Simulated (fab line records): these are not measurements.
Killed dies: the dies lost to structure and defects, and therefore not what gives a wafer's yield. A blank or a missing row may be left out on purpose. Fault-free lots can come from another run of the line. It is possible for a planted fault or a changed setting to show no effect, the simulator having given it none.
Which tool is to blame? / flow berkeley-cmos170 / 11 lots, 33 wafers sampled, at 2 steps of a route of 331

WHAT THE GAUGES READ, wafer by wafer
UCB170_ACTIVE_THK_MEAS_03.
lot=L239; measured=day 4 08:53; on=film-metro-03; ACTIVE_OXIDE_THK (nm)=26.3 26.8 26.2
lot=L240; measured=day 4 08:53; on=film-metro-02; ACTIVE_OXIDE_THK (nm)=26.2 26.0 26.5
lot=L241; measured=day 4 15:56; on=film-metro-02; ACTIVE_OXIDE_THK (nm)=26.2 26.0 25.5
lot=L243; measured=day 4 15:56; on=film-metro-01; ACTIVE_OXIDE_THK (nm)=25.0 24.9 24.9
lot=L242; measured=day 4 15:56; on=film-metro-03; ACTIVE_OXIDE_THK (nm)=25.4 25.7 25.9
lot=L244; measured=day 5 00:44; on=film-metro-02; ACTIVE_OXIDE_THK (nm)=25.8 26.4 26.0
lot=L245; measured=day 5 00:43; on=film-metro-03; ACTIVE_OXIDE_THK (nm)=26.3 26.8 26.3
lot=L246; measured=day 5 11:10; on=film-metro-03; ACTIVE_OXIDE_THK (nm)=26.1 26.0 26.0
lot=L256; measured=day 7 08:40; on=film-metro-02; ACTIVE_OXIDE_THK (nm)=30.5 29.7 30.4
lot=L257; measured=day 7 14:22; on=film-metro-02; ACTIVE_OXIDE_THK (nm)=30.4 30.0 30.1
lot=L261; measured=day 8 19:34; on=film-metro-01; ACTIVE_OXIDE_THK (nm)=27.4 27.3 27.2

EACH LOT AND THE TOOL THAT RAN IT (in order: tool; ch and the chambers of the sampled wafers; start)
lot=L239; UCB170_ZERO_ETCH_06=rie-diel-04 ch 0,2,3, day 1 17:39
lot=L240; UCB170_ZERO_ETCH_06=rie-diel-01 ch 0,2,3, day 2 00:30
lot=L241; UCB170_ZERO_ETCH_06=rie-diel-02 ch 1,2, day 2 04:28
lot=L243; UCB170_ZERO_ETCH_06=rie-diel-01 ch 0,2, day 2 11:46
lot=L242; UCB170_ZERO_ETCH_06=rie-diel-02 ch 0,1,2, day 2 12:03
lot=L244; UCB170_ZERO_ETCH_06=rie-diel-02 ch 0,3, day 2 21:50
lot=L245; UCB170_ZERO_ETCH_06=rie-diel-04 ch 0,1,2, day 3 01:51
lot=L246; UCB170_ZERO_ETCH_06=rie-diel-02 ch 1,2,3, day 3 05:09
lot=L256; UCB170_ZERO_ETCH_06=rie-diel-04 ch 0,1,2, day 5 08:53
lot=L257; UCB170_ZERO_ETCH_06=rie-diel-01 ch 0,3, day 5 11:59
lot=L261; UCB170_ZERO_ETCH_06=rie-diel-02 ch 0,2, day 6 12:58
- UCB170_ZERO_ETCH_06: etches SiO2 in CHF3/CF4/Ar, time 12 s.

THE ANSWER, worked out from the rows above alone
Rule: what is usual is taken from the lots themselves. Put in order of their means at a reading, lots are off if they are a third of the lots or fewer, leave a main group of 4 or more, and stand apart from it by a gap of 3 or more times the standard deviation of the main group's means; of several such gaps the widest counts. Not used: any main group whose means are identical at the precision the tables above print for the reading. A lot without any number at a reading at which 4 lots or more have one is off too. The other lots that the step has rows for count as sound.
Off: L256, L257, at UCB170_ACTIVE_THK_MEAS_03 (ACTIVE_OXIDE_THK). Main group: mean 26.1 nm, sd 0.61.
A tool fits if, at a process step before that reading, it ran every lot that is off, and no sound lot after the first of them. The gauges at UCB170_ACTIVE_THK_MEAS_03 are tried like those tools. One fits: film-metro-02 at UCB170_ACTIVE_THK_MEAS_03. A fault onset in the window from L244 (day 5 00:44, its last sound lot) to L256 (day 7 08:40, its first lot off) fits.

WHAT HAD BEEN PUT IN BY THE SIMULATOR
Metrology matching offset: film-metro-02, from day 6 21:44 on, at UCB170_ACTIVE_THK_MEAS_03. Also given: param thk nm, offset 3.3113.
Lots struck among those shown: L256, L257. Same finding as the rule above.
